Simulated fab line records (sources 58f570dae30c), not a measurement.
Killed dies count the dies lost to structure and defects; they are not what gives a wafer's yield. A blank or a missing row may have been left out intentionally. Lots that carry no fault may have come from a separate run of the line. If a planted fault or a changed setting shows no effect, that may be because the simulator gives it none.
Commonality check across tools ; flow berkeleyCmos170 ; Sample size 15 lots and 45 wafers

== WHY THIS WAS OPENED ==
Of 15 lots, 3 have the reading SCREENOX_OXIDE_THK flagged at UCB170_SCREENOX_THK_MEAS_02. Fault-free wafers read 14.48 nm, with a standard deviation of 0.29.
Rule: a lot is flagged when every wafer of it that has a number lies more than 4 standard deviations from that mean, or none has a number. All remaining lots are regarded as sound.

lot;measured;on;SCREENOX_OXIDE_THK (nm), wafer by wafer;flag
L982;day 6 07:24;filmMetro-02;14.10 14.07 14.15;
L981;day 6 07:28;filmMetro-02;14.31 14.34 14.10;
L983;day 6 22:45;filmMetro-02;14.04 14.34 14.09;
L984;day 7 11:20;filmMetro-01;14.84 14.89 14.63;
L986;day 7 11:20;filmMetro-02;14.44 14.61 14.50;
L988;day 8 01:41;filmMetro-01;14.67 14.75 14.73;
L987;day 8 01:42;filmMetro-02;15.04 14.97 15.13;
L990;day 9 04:55;filmMetro-02;20.25 19.95 19.98;FLAGGED
L992;day 9 04:55;filmMetro-03;19.86 19.86 19.91;FLAGGED
L991;day 9 04:59;filmMetro-01;19.68 20.08 19.87;FLAGGED
L995;day 10 00:34;filmMetro-01;13.94 13.90 14.12;
L999;day 10 09:55;filmMetro-02;14.21 14.03 14.08;
L997;day 10 09:56;filmMetro-03;14.34 14.32 14.46;
L996;day 10 09:59;filmMetro-03;14.37 14.22 14.58;
L102;day 11 13:27;filmMetro-02;14.52 14.23 14.41;
On average the flagged lots' numbers are 19.94 nm, which is +5.46 nm against the usual, or +19 standard deviations.

== LOT BY LOT: THE TOOL USED ==
2 process steps preceding the reading are held in the record, out of 331 steps in the route. Every cell lists first the tool, next ch and the chambers used by the sampled wafers, and last the start.
lot;flag;UCB170_PWELL_STRIP_16;UCB170_SCREENOX_OXIDATION_01
L982;;plasmaAsher-02 ch 0,1, day 3 15:52;furnace-04 ch 0, day 6 05:44
L981;;plasmaAsher-03 ch 0,1, day 3 15:46;furnace-04 ch 0, day 6 05:44
L983;;plasmaAsher-02 ch 0,1, day 4 03:05;furnace-01 ch 0, day 6 21:04
L984;;plasmaAsher-04 ch 0,1, day 4 12:34;furnace-02 ch 0, day 7 09:41
L986;;plasmaAsher-02 ch 0, day 4 12:56;furnace-02 ch 0, day 7 09:41
L988;;plasmaAsher-04 ch 0,1, day 5 08:59;furnace-02 ch 0, day 8 00:02
L987;;plasmaAsher-03 ch 0,1, day 5 02:05;furnace-02 ch 0, day 8 00:02
L990;FLAGGED;plasmaAsher-03 ch 0,1, day 5 15:35;furnace-02 ch 0, day 9 03:14
L992;FLAGGED;plasmaAsher-02 ch 0,1, day 5 15:19;furnace-02 ch 0, day 9 03:14
L991;FLAGGED;plasmaAsher-02 ch 0,1, day 5 15:28;furnace-02 ch 0, day 9 03:14
L995;;plasmaAsher-04 ch 0,1, day 6 19:01;furnace-01 ch 0, day 9 22:54
L999;;plasmaAsher-03 ch 0,1, day 7 08:52;furnace-04 ch 0, day 10 08:14
L997;;plasmaAsher-03 ch 0,1, day 7 00:47;furnace-04 ch 0, day 10 08:14
L996;;plasmaAsher-02 ch 0,1, day 7 01:04;furnace-04 ch 0, day 10 08:14
L102;;plasmaAsher-03 ch 1, day 8 20:42;furnace-01 ch 0, day 11 11:47
What the steps here do:
- UCB170_PWELL_STRIP_16: strips in O2.
- UCB170_SCREENOX_OXIDATION_01: target thk 14.4 nm, ox time 2400 s.
- UCB170_SCREENOX_THK_MEAS_02

== FLAGGED OVER TOTAL, TOOL BY TOOL (the gauges that took the reading come last) ==
step;tool;lots run;flagged;share of the flagged lots;sound lots run after its first flagged lot
UCB170_PWELL_STRIP_16;plasmaAsher-02;6;2;some;1 (L996)
UCB170_PWELL_STRIP_16;plasmaAsher-03;6;1;some;3 (L997,L999,L102)
UCB170_PWELL_STRIP_16;plasmaAsher-04;3;0;none;-
UCB170_SCREENOX_OXIDATION_01;furnace-01;3;0;none;-
UCB170_SCREENOX_OXIDATION_01;furnace-02;7;3;all;0
UCB170_SCREENOX_OXIDATION_01;furnace-04;5;0;none;-
UCB170_SCREENOX_THK_MEAS_02;filmMetro-01;4;1;some;1 (L995)
UCB170_SCREENOX_THK_MEAS_02;filmMetro-02;8;1;some;2 (L999,L102)
UCB170_SCREENOX_THK_MEAS_02;filmMetro-03;3;1;some;2 (L997,L996)

== WHAT IS ALLOWED BY THE TABLE ==
Rows of the table that ran each flagged lot: 1, that is furnace-02 at UCB170_SCREENOX_OXIDATION_01.
- furnace-02 at UCB170_SCREENOX_OXIDATION_01: 3 of its 7 lots flagged. Last sound lot L987 at day 8 00:02, first flagged lot L990 at day 9 03:14; a fault beginning in between fits. Its own readings (spikeTcCentreC, spikeTcLoadC, spikeTcSourceC, tubeCenterTempC, tube_center_temp_C_max) fall more than 4 standard deviations out on all wafers of the flagged lots.
Just one tool remains: furnace-02 at UCB170_SCREENOX_OXIDATION_01.

== WHAT THE SIMULATOR PUT IN ==
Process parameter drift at UCB170_SCREENOX_OXIDATION_01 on furnace-02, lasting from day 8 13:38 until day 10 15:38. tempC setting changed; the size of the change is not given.
Shown lots that were struck: L990, L992, L991. The rule above reached the same finding.
